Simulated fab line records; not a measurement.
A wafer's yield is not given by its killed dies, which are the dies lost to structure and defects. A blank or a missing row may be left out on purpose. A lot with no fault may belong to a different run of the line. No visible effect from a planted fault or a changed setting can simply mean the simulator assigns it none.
The tool behind it: which one?	flow berkeley-cmos170	6 lots, 18 wafers sampled, at 1 step of a route of 331

== WHAT THE GAUGES SHOWED, per wafer ==
UCB170_PLDD_CD_MEAS_06: the cd target is 1200 nm.
lot	measured	on	cd-nm (nm)
L434	day 7 12:07	cd-sem-02	1201.4 1200.7 1199.7
L436	day 8 04:49	cd-sem-02	1200.4 1200.0 1198.8
L439	day 8 11:18	cd-sem-01	1199.8 1200.2 1199.1
L438	day 8 15:24	cd-sem-02	1202.3 1201.4 1202.5
L444	day 9 00:04	cd-sem-01	1198.5 1199.8 1200.4
L445	day 9 14:45	cd-sem-01	1200.7 1201.6 1200.1

== EACH LOT AND THE TOOL THAT RAN IT (in order: tool; ch and the chambers of the sampled wafers; start) ==
The record shows no process step preceding these readings.

== THE ANSWER, worked out from the rows above alone ==
Rule: the usual values come from the lots themselves. Put in order of their means at a reading, lots are off if they are a third of the lots or fewer, leave a main group of 4 or more, and stand apart from it by a gap of 3 or more times the standard deviation of the main group's means; of several such gaps the widest counts. If all means in a main group match to the digits the tables above print for the reading, that group is not used. A lot without any number at a reading at which 4 lots or more have one is off too. All remaining lots with rows at the step are treated as sound.
Nothing can be told from this: no lot is off at any reading shown.

== WHAT THE SIMULATOR PUT IN ==
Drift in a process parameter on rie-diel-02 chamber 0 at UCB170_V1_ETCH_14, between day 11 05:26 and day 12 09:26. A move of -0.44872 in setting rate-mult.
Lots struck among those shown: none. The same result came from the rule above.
